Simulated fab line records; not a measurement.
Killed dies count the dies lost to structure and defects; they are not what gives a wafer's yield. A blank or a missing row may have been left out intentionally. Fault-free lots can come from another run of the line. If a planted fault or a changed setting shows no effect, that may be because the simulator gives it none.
fab line records	flow rit-cmos
[record] lots = 15	wafers = 45	last-day = 7
route steps=202 shown ACTIVE@3 FOX2@27 PRETRO@65 SILICIDE@167
lots that met no fault: taken from a fault-free run of the same line
start-h: hours from the record's opening day to when the first of the lot's shown wafers began	wait-h: hours since the lot's step before	" identical to the entry in the row above	L1.1+2: several wafers, shown together as one row	- no value present, or no start provided	* or withheld: withheld	< > ~ a bound
route shown NAME@n: NAME is a module with steps in the file, n the number in the route of the first one	usual: mean/standard deviation taken from wafers without a fault	same: alike in all rows	chamber/n: place in a boat	sites: each site's reading	_std_site: the values' standard deviation	_edge_site: outer sites' mean less inner sites'	radius-mm: how far each site lies from the wafer's centre	mask NAME#n: copy n	behind: tool/chamber where the wafer was last shaped	hold: why the lot went on hold/how many hours it stayed there/how the hold came to an end	device: names the non-switching transistor (n, p or np)	end of line: the tests these same wafers got at the end of their route	a step given without rows: its recipe and nothing more	killed: the dies lost at the first sort to structure and to defects; this is not the yield of the wafer	map: per-die view of a wafer (x killed, . not killed, _ where there is no die)
set.NAME: the setting that was run; set.NAME@STEP: the one run at that earlier step	model.NAME: the simulator's own value behind a step, which no gauge read
steps of the route over a sample of lots; a table a step, a row a wafer
services: the hour from which a tool's chamber was out of use, counted from the record's first day as start-h (under 0 if before that day), plus the number of hours and why
[[steps]]
[step RIT_ACTIVE_THK_MEAS_02]
[recipe] reads = SiO2_of_ACTIVE_OXIDATION_01
[usual] ACTIVE_OXIDE_THK = 47.0/0.84
lot.wafer	tool	chamber	start-h	wait-h	ACTIVE_OXIDE_THK[nm]
L185.1	film-metro-03	-	17.05	0.0	46.7
L185.2	"	-	"	"	46.1
L185.5	"	-	"	"	47.2
L186.3	film-metro-02	-	22.07	0.0	47.4
L186.4	"	-	"	"	46.6
L186.6	"	-	"	"	47.3
L187.1	film-metro-02	-	27.05	0.0	48.4
L187.3	"	-	"	"	47.7
L187.4	"	-	"	"	47.5
L188.2	film-metro-03	-	32.06	0.0	47.5
L188.5	"	-	"	"	47.3
L188.6	"	-	"	"	47.3
L191.2	film-metro-03	-	47.06	0.0	47.8
L191.3	"	-	"	"	47.8
L191.6	"	-	"	"	47.5
L192.2	film-metro-02	-	52.62	0.0	47.9
L192.3	"	-	"	"	48.4
L192.6	"	-	"	"	47.9
L194.1	film-metro-02	-	62.05	0.0	48.5
L194.2	"	-	"	"	48.6
L194.3	"	-	"	"	48.3
L195.2	film-metro-01	-	68.30	0.0	47.1
L195.3	"	-	"	"	46.4
L195.4	"	-	"	"	47.2
L196.2	film-metro-02	-	73.34	0.0	47.1
L196.4	"	-	"	"	47.7
L196.5	"	-	"	"	48.0
L197.2	film-metro-01	-	77.92	0.0	46.9
L197.3	"	-	"	"	47.2
L197.6	"	-	"	"	47.1
L202.1	film-metro-01	-	102.05	0.0	47.9
L202.3	"	-	"	"	47.8
L202.6	"	-	"	"	47.7
L204.1	film-metro-01	-	112.05	0.0	47.3
L204.4	"	-	"	"	47.5
L204.6	"	-	"	"	47.4
L205.1	film-metro-01	-	117.05	0.0	47.9
L205.2	"	-	"	"	47.7
L205.5	"	-	"	"	47.5
L206.1	film-metro-01	-	122.05	0.0	46.0
L206.4	"	-	"	"	45.6
L206.6	"	-	"	"	45.9
L207.2	film-metro-03	-	127.06	0.0	48.7
L207.4	"	-	"	"	47.8
L207.6	"	-	"	"	48.5
[step RIT_FOX2_THK_MEAS_90]
[recipe] reads = SiO2_of_FOX2_OXIDATION_00
[usual] FIELD_OXIDE_LEFT_1_THK = 303/5.8
lot.wafer	tool	chamber	start-h	wait-h	FIELD_OXIDE_LEFT_1_THK[nm]
L185.1	film-metro-04	-	25.10	0.0	318
L185.2	"	-	"	"	312
L185.5	"	-	"	"	318
L186.3	film-metro-03	-	29.34	0.0	304
L186.4	"	-	"	"	297
L186.6	"	-	"	"	304
L187.1	film-metro-03	-	34.36	0.0	296
L187.3	"	-	"	"	293
L187.4	"	-	"	"	289
L188.2	film-metro-04	-	39.50	0.0	302
L188.5	"	-	"	"	301
L188.6	"	-	"	"	300
L191.2	film-metro-04	-	54.57	0.0	302
L191.3	"	-	"	"	303
L191.6	"	-	"	"	302
L192.2	film-metro-04	-	60.63	0.0	306
L192.3	"	-	"	"	307
L192.6	"	-	"	"	304
L194.1	film-metro-03	-	72.40	0.0	301
L194.2	"	-	"	"	296
L194.3	"	-	"	"	296
L195.2	film-metro-02	-	77.02	0.0	301
L195.3	"	-	"	"	304
L195.4	"	-	"	"	299
L196.2	film-metro-03	-	81.49	0.0	301
L196.4	"	-	"	"	301
L196.5	"	-	"	"	303
L197.2	film-metro-04	-	85.74	0.0	302
L197.3	"	-	"	"	300
L197.6	"	-	"	"	306
L202.1	film-metro-04	-	109.73	0.0	300
L202.3	"	-	"	"	300
L202.6	"	-	"	"	300
L204.1	film-metro-04	-	119.62	0.0	300
L204.4	"	-	"	"	307
L204.6	"	-	"	"	309
L205.1	film-metro-04	-	124.24	0.0	302
L205.2	"	-	"	"	300
L205.5	"	-	"	"	301
L206.1	film-metro-02	-	129.97	0.0	292
L206.4	"	-	"	"	288
L206.6	"	-	"	"	291
L207.2	film-metro-04	-	134.57	0.0	298
L207.4	"	-	"	"	308
L207.6	"	-	"	"	304
[step RIT_PRETRO_COAT_01]
[recipe] resist = NOVOLAK	spin-rpm = 2000	resist-thk-nm = 1300
[usual] chill-plate-temp-C = 23.00/0.11	dispense-pressure-kPa = 52.9/2.6
lot.wafer	tool	chamber	start-h	wait-h	chill-plate-temp-C	dispense-pressure-kPa
L185.1	litho-track-02	0	35.47	0.1	22.81	51.4
L185.2	"	0	"	"	23.05	51.4
L185.5	"	0	"	"	22.98	51.4
L186.3	litho-track-03	0	40.03	0.1	23.05	56.9
L186.4	"	0	"	"	23.01	57.0
L186.6	"	0	"	"	23.04	57.0
L187.1	litho-track-02	0	45.18	0.1	22.88	51.4
L187.3	"	0	"	"	22.97	51.3
L187.4	"	0	"	"	23.04	51.4
L188.2	litho-track-01	0	49.70	0.1	23.09	50.9
L188.5	"	0	"	"	23.15	50.9
L188.6	"	0	"	"	23.12	50.9
L191.2	litho-track-02	0	66.11	0.1	23.01	51.4
L191.3	"	0	"	"	22.81	51.4
L191.6	"	0	"	"	22.84	51.4
L192.2	litho-track-02	0	71.22	0.1	22.97	51.4
L192.3	"	0	"	"	23.16	51.4
L192.6	"	0	"	"	23.09	51.4
L194.1	litho-track-02	0	83.29	0.1	23.04	51.4
L194.2	"	0	"	"	23.07	51.4
L194.3	"	0	"	"	22.91	51.4
L195.2	litho-track-02	-	87.93	0.1	-	-
L195.3	"	-	"	"	-	-
L195.4	"	-	"	"	-	-
L196.2	litho-track-02	-	92.13	0.1	-	-
L196.4	"	-	"	"	-	-
L196.5	"	-	"	"	-	-
L197.2	litho-track-02	-	96.24	0.1	-	-
L197.3	"	-	"	"	-	-
L197.6	"	-	"	"	-	-
L202.1	litho-track-02	0	120.33	0.1	23.12	51.4
L202.3	"	0	"	"	23.32	51.4
L202.6	"	0	"	"	23.23	51.4
L204.1	litho-track-03	0	130.04	0.1	23.11	57.0
L204.4	"	0	"	"	22.96	57.1
L204.6	"	0	"	"	22.97	57.0
L205.1	litho-track-02	0	135.25	0.1	23.04	51.4
L205.2	"	0	"	"	22.93	51.4
L205.5	"	0	"	"	22.94	51.4
L206.1	litho-track-03	0	140.48	0.1	22.96	57.0
L206.4	"	0	"	"	23.14	57.0
L206.6	"	0	"	"	23.11	57.0
L207.2	litho-track-03	0	145.42	0.1	22.84	57.0
L207.4	"	0	"	"	22.86	57.0
L207.6	"	0	"	"	23.04	57.0
[step RIT_PRETRO_OVL_MEAS_06]
[usual] PRETRO_OVL = -0.8/1.3
lot.wafer	tool	chamber	start-h	wait-h	PRETRO_OVL[nm]
L185.1	overlay-02	-	36.32	-	1.3
L185.2	"	-	"	"	-0.2
L185.5	"	-	"	"	-2.7
L186.3	overlay-01	-	40.84	-	0.1
L186.4	"	-	"	"	-2.5
L186.6	"	-	"	"	-0.5
L187.1	overlay-01	-	45.91	-	0.1
L187.3	"	-	"	"	-0.2
L187.4	"	-	"	"	-1.1
L188.2	overlay-01	-	50.53	-	-1.3
L188.5	"	-	"	"	-2.0
L188.6	"	-	"	"	-0.8
L191.2	overlay-01	-	66.93	-	-0.5
L191.3	"	-	"	"	-2.0
L191.6	"	-	"	"	-3.7
L192.2	overlay-01	-	71.93	-	-0.8
L192.3	"	-	"	"	-1.6
L192.6	"	-	"	"	-1.7
L194.1	overlay-02	-	84.02	-	-0.6
L194.2	"	-	"	"	-1.5
L194.3	"	-	"	"	-3.8
L195.2	overlay-01	-	88.77	-	-
L195.3	"	-	"	"	-
L195.4	"	-	"	"	-
L196.2	overlay-02	-	92.84	-	-
L196.4	"	-	"	"	-
L196.5	"	-	"	"	-
L197.2	overlay-01	-	96.95	-	-
L197.3	"	-	"	"	-
L197.6	"	-	"	"	-
L202.1	overlay-01	-	121.06	-	0.3
L202.3	"	-	"	"	0.8
L202.6	"	-	"	"	-0.8
L204.1	overlay-01	-	130.77	-	0.0
L204.4	"	-	"	"	-1.1
L204.6	"	-	"	"	-2.3
L205.1	overlay-02	-	136.15	-	0.9
L205.2	"	-	"	"	0.3
L205.5	"	-	"	"	1.3
L206.1	overlay-02	-	141.21	-	-3.8
L206.4	"	-	"	"	-0.7
L206.6	"	-	"	"	-2.8
L207.2	overlay-02	-	146.21	-	-1.6
L207.4	"	-	"	"	-0.1
L207.6	"	-	"	"	0.4
[step RIT_SILICIDE_RTA_06]
[recipe] temp-c = 750	time-s = 10	idle-temp-c = 25	ramp-up-s = 5	ramp-down-s = 10	cool-to-c = 25	ambient = N2
[usual] wafer_temp_C_max = 752.9/0.78
lot.wafer	tool	chamber	start-h	wait-h	wafer_temp_C_max
L185.1	rtp-anneal-01	0	59.69	0.0	751.7
L185.2	"	0	"	"	751.6
L185.5	"	0	"	"	752.6
L186.3	rtp-anneal-02	0	62.45	0.0	753.9
L186.4	"	0	"	"	753.6
L186.6	"	0	"	"	753.6
L187.1	rtp-anneal-01	0	65.82	0.0	752.7
L187.3	"	0	"	"	751.8
L187.4	"	0	"	"	751.9
L188.2	rtp-anneal-02	0	71.11	0.0	753.1
L188.5	"	0	"	"	753.4
L188.6	"	0	"	"	754.2
L191.2	rtp-anneal-01	0	92.24	0.0	753.3
L191.3	"	0	"	"	753.0
L191.6	"	0	"	"	753.1
L192.2	rtp-anneal-02	0	95.15	0.0	753.6
L192.3	"	0	"	"	753.2
L192.6	"	0	"	"	754.0
L194.1	rtp-anneal-02	0	103.34	0.0	753.5
L194.2	"	0	"	"	753.0
L194.3	"	0	"	"	754.0
L195.2	rtp-anneal-01	0	108.48	0.0	752.9
L195.3	"	0	"	"	752.9
L195.4	"	0	"	"	752.6
L196.2	rtp-anneal-02	0	111.43	0.0	753.4
L196.4	"	0	"	"	753.5
L196.5	"	0	"	"	753.6
L197.2	rtp-anneal-01	0	116.13	0.0	751.5
L197.3	"	0	"	"	752.0
L197.6	"	0	"	"	752.6
L202.1	rtp-anneal-01	0	140.21	0.0	752.4
L202.3	"	0	"	"	751.9
L202.6	"	0	"	"	751.9
L204.1	rtp-anneal-01	0	150.22	0.0	752.7
L204.4	"	0	"	"	752.9
L204.6	"	0	"	"	752.1
L205.1	rtp-anneal-02	0	156.30	0.0	752.4
L205.2	"	0	"	"	753.5
L205.5	"	0	"	"	752.5
L206.1	rtp-anneal-01	0	160.12	0.0	751.9
L206.4	"	0	"	"	752.4
L206.6	"	0	"	"	751.9
L207.2	rtp-anneal-02	0	165.09	0.0	752.9
L207.4	"	0	"	"	753.8
L207.6	"	0	"	"	752.6
[[services]]
tool	chamber	start-h	hours	kind
rtp-anneal-01	-	19.30	4.3	pm
rtp-anneal-02	-	115.26	4.0	pm
[[key]]
[first-sign] step = RIT_PRETRO_COAT_01	reading = tool-record	direction = missing
[effect] step = RIT_PRETRO_OVL_MEAS_06	reading = PRETRO_OVL	direction = missing
met-at RIT_PRETRO_COAT_01
struck-lots L195,L196,L197
sort-left-out L195.2,L195.3,L195.4,L196.2,L196.4,L196.5,L197.2,L197.3,L197.6
tester-left-out L195,L196,L197
not-acting-at RIT_ACTIVE_THK_MEAS_02,RIT_FOX2_THK_MEAS_90,RIT_SILICIDE_RTA_06
onset-between 83.29 87.93
[fault] kind = skipped-step-whole	tool = litho-track-02	chamber = -	onset-h = 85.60	steps = RIT_PRETRO_COAT_01	scope = struck-lots-only
// tester-left-out: of these lots the tester's yield and bins aren't shown, on N5 and GAA mostly nor the transistor test; their killed dies are dies lost to structure and defects alone, not to doping, threshold or leakage, so they don't give the yield
// sort-left-out: the simulated sort isn't trusted on such a fault, so these wafers' sort isn't shown, and their yield isn't known
